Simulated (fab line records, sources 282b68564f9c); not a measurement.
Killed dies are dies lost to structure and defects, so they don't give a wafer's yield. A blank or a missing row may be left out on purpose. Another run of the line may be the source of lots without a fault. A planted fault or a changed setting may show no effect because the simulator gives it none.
Which of the tools did it? || flow rit cmos || 14 lots, 42 wafers sampled, at 1 step of a route of 202

== WHAT EACH GAUGE READ, for each wafer ==
The record lacks any reading of a measuring or inspecting step that a usual standard deviation could be used to judge.

== WHICH TOOL RAN EACH LOT (tool, then ch and the chambers of the sampled wafers, then the start) ==
{"lot": "L485", "RIT_NRETRO_DEVELOP_05": "litho track-04 ch 0, day 2 15:00"}
{"lot": "L487", "RIT_NRETRO_DEVELOP_05": "litho track-01 ch 0, day 2 22:00"}
{"lot": "L490", "RIT_NRETRO_DEVELOP_05": "litho track-02 ch 0, day 3 13:00"}
{"lot": "L491", "RIT_NRETRO_DEVELOP_05": "litho track-01 ch 0, day 3 18:00"}
{"lot": "L492", "RIT_NRETRO_DEVELOP_05": "litho track-01 ch 0, day 4 01:00"}
{"lot": "L493", "RIT_NRETRO_DEVELOP_05": "litho track-02 ch 0, day 4 08:00"}
{"lot": "L494", "RIT_NRETRO_DEVELOP_05": "litho track-02 ch 0, day 4 08:00"}
{"lot": "L495", "RIT_NRETRO_DEVELOP_05": "litho track-04 ch 0, day 4 17:00"}
{"lot": "L496", "RIT_NRETRO_DEVELOP_05": "litho track-02 ch 0, day 4 21:00"}
{"lot": "L497", "RIT_NRETRO_DEVELOP_05": "litho track-04 ch 0, day 4 22:00"}
{"lot": "L499", "RIT_NRETRO_DEVELOP_05": "litho track-04 ch 0, day 5 11:00"}
{"lot": "L502", "RIT_NRETRO_DEVELOP_05": "litho track-02 ch 0, day 6 08:00"}
{"lot": "L504", "RIT_NRETRO_DEVELOP_05": "litho track-02, day 6 20:00"}
{"lot": "L506", "RIT_NRETRO_DEVELOP_05": "litho track-04, day 7 01:00"}
- RIT_NRETRO_DEVELOP_05: develop time 68 s.

== WHAT THE TOOLS THEMSELVES READ (means of the sampled wafers that have a number; where no wafer has one, the mark that the record gives instead) ==
RIT_NRETRO_DEVELOP_05. Usual: chill plate temp C 23.00 C, standard deviation 0.11; developer temp C 23.00 C, standard deviation 0.11; resist line temp C 23.00 C, standard deviation 0.12.
{"lot": "L485", "tool": "litho track-04", "chill plate temp C (C)": 23.02, "developer temp C (C)": 23.06, "resist line temp C (C)": 23.00, "flag": ""}
{"lot": "L487", "tool": "litho track-01", "chill plate temp C (C)": 22.96, "developer temp C (C)": 22.99, "resist line temp C (C)": 22.89, "flag": ""}
{"lot": "L490", "tool": "litho track-02", "chill plate temp C (C)": 22.92, "developer temp C (C)": 23.03, "resist line temp C (C)": 22.89, "flag": ""}
{"lot": "L491", "tool": "litho track-01", "chill plate temp C (C)": 22.90, "developer temp C (C)": 22.94, "resist line temp C (C)": 23.12, "flag": ""}
{"lot": "L492", "tool": "litho track-01", "chill plate temp C (C)": 23.00, "developer temp C (C)": 22.95, "resist line temp C (C)": 23.06, "flag": ""}
{"lot": "L493", "tool": "litho track-02", "chill plate temp C (C)": 23.01, "developer temp C (C)": 23.04, "resist line temp C (C)": 22.96, "flag": ""}
{"lot": "L494", "tool": "litho track-02", "chill plate temp C (C)": 23.04, "developer temp C (C)": 22.88, "resist line temp C (C)": 22.85, "flag": ""}
{"lot": "L495", "tool": "litho track-04", "chill plate temp C (C)": 23.11, "developer temp C (C)": 23.06, "resist line temp C (C)": 22.94, "flag": ""}
{"lot": "L496", "tool": "litho track-02", "chill plate temp C (C)": 23.08, "developer temp C (C)": 23.07, "resist line temp C (C)": 23.16, "flag": ""}
{"lot": "L497", "tool": "litho track-04", "chill plate temp C (C)": 22.96, "developer temp C (C)": 23.14, "resist line temp C (C)": 22.92, "flag": ""}
{"lot": "L499", "tool": "litho track-04", "chill plate temp C (C)": 22.85, "developer temp C (C)": 22.95, "resist line temp C (C)": 23.07, "flag": ""}
{"lot": "L502", "tool": "litho track-02", "chill plate temp C (C)": 22.93, "developer temp C (C)": 22.92, "resist line temp C (C)": 23.04, "flag": ""}
{"lot": "L504", "tool": "litho track-02", "chill plate temp C (C)": "-", "developer temp C (C)": "-", "resist line temp C (C)": "-", "flag": "OFF"}
{"lot": "L506", "tool": "litho track-04", "chill plate temp C (C)": "-", "developer temp C (C)": "-", "resist line temp C (C)": "-", "flag": "OFF"}

== THE ANSWER, worked out from the rows above alone ==
Rule: a lot is off if the mean of its wafers that have a number lies more than 3 standard deviations from the usual mean. A lot without any number at a reading at which 4 lots or more have one is off too. All remaining lots with rows at the step are treated as sound. The gauges are gone through in route order, then the tools' own readings, and for those a lot's mean is taken as printed above. At the first step where some lot is off, the reading lying furthest off is the one used; lots without a number count as furthest.
Off: L504, L506 (RIT_NRETRO_DEVELOP_05, chill plate temp C). Without a number there: L504, L506.
A tool fits if, at that step or a process step before it, it ran every lot that is off, and no sound lot after the first of them. No candidate that was tried fits.

== WHAT THE SIMULATOR PUT IN ==
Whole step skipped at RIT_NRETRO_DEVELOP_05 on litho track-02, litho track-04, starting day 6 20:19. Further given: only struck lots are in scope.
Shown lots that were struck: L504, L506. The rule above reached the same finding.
